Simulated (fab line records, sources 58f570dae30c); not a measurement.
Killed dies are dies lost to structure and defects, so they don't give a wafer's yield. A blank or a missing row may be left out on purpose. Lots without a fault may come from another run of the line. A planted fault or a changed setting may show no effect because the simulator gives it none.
Split-lot experiment | flow berkeley_cmos170 | 5 lots, 23 wafers read, on a route of 331 steps

THE SPLIT
At UCB170_CONTACT_COAT_04 (resist thk 900 nm), the setting spin_rpm was moved away from the recipe's 1500 rpm on 5 of the 23 wafers read, by -5.6% to +2.6%. The other wafers ran this setting at the recipe's value.

The reading is taken at the split's own step.

THE READING
KrF_of_CONTACT_COAT_04.thk_nm (the simulator's own value, which no gauge read), in nm, at UCB170_CONTACT_COAT_04 (resist thk 900 nm). The file gives no usual value for it. The 18 wafers here that ran the recipe average 901.4 nm, standard deviation 1.5 nm.

wafer  | tool, chamber at the split | spin_rpm as run, rpm | against the recipe | KrF_of_CONTACT_COAT_04.thk_nm, nm | against lot-mates on the recipe
L077.1 | litho_track-01, 0          | 1500                 | recipe             | 901.1                             | -
L077.4 | litho_track-01, 0          | 1500                 | recipe             | 901.9                             | -
L077.6 | litho_track-01, 0          | 1500                 | recipe             | 899.9                             | -
L076.2 | litho_track-02, 0          | 1500                 | recipe             | 900.9                             | -
L076.3 | litho_track-02, 0          | 1500                 | recipe             | 901.7                             | -
L076.4 | litho_track-02, 0          | 1500                 | recipe             | 903.1                             | -
L076.5 | litho_track-02, 0          | 1500                 | recipe             | 901.1                             | -
L076.6 | litho_track-02, 0          | 1500                 | recipe             | 903.8                             | -
L080.1 | litho_track-03, 0          | 1500                 | recipe             | 903                               | -
L080.3 | litho_track-03, 0          | 1500                 | recipe             | 900.9                             | -
L080.4 | litho_track-03, 0          | 1500                 | recipe             | 897.8                             | -
L080.5 | litho_track-03, 0          | 1500                 | recipe             | 902.3                             | -
L080.6 | litho_track-03, 0          | 1500                 | recipe             | 900.1                             | -
L079.1 | litho_track-02, 0          | 1500                 | recipe             | 903.5                             | -
L079.2 | litho_track-02, 0          | 1500                 | recipe             | 899.3                             | -
L079.4 | litho_track-02, 0          | 1416                 | -5.6%              | 931.3                             | +29.4
L079.5 | litho_track-02, 0          | 1500                 | recipe             | 902.8                             | -
L079.6 | litho_track-02, 0          | 1416                 | -5.6%              | 929                               | +27.1
L082.1 | litho_track-01, 0          | 1539                 | +2.6%              | 890.9                             | -10.1
L082.2 | litho_track-01, 0          | 1500                 | recipe             | 900.7                             | -
L082.3 | litho_track-01, 0          | 1500                 | recipe             | 901.2                             | -
L082.4 | litho_track-01, 0          | 1539                 | +2.6%              | 892.7                             | -8.2
L082.6 | litho_track-01, 0          | 1539                 | +2.6%              | 893                               | -8.0

THE FIT
A straight line over all 23 wafers: KrF_of_CONTACT_COAT_04.thk_nm changes by -4.72 nm for each +1% of spin_rpm; r = -0.98; the points scatter about the line by 1.9 nm.
The same after taking each lot's own level away (the mean of its wafers on the recipe; 23 wafers): -4.61 nm for each +1%; r = -0.98; scatter 1.9 nm.
On that fit, the largest move of spin_rpm shifts the reading by 26 nm.
The lots' own levels span 900.82 to 902.12 nm, that is 0.9 times the standard deviation above.
So the lot-to-lot level changes the slope little: the two slopes agree.
Check: with one of the wafers moved furthest among these (-5.6%) left out of the fit, the line predicts +24.5 nm for it against its lot-mates. It came out at +29.4 nm against them.

OTHER SPLITS ON THESE WAFERS
These wafers also went through other splits before the reading. Each is held against what the fit with the lots' levels taken away leaves over:
other split on the same wafers     | wafers away from the commonest value | r with KrF_of_CONTACT_COAT_04.thk_nm (lot level and that fit taken away)
UCB170_SILICIDE_SPUTTER_01 power_w | 6                                    | -0.11

THE WHOLE CHAIN: every reading that the file lists as answering this split, in the file's order
step                    | what it does      | reading                                                                        | change (the file's fit)              | r (the file's)
UCB170_CONTACT_COAT_04  | resist thk 900 nm | KrF_of_CONTACT_COAT_04.thk_nm (the simulator's own value, which no gauge read) | -4.75 nm for each +1% of the setting | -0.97
UCB170_CONTACT_STRIP_06 | strips in O2      | strip_time_to_endpoint_s                                                       | withheld for each +1% of the setting | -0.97

THE FILE'S OWN FIT
KrF_of_CONTACT_COAT_04.thk_nm changes by -4.75 nm for each +1% of spin_rpm, r = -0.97.
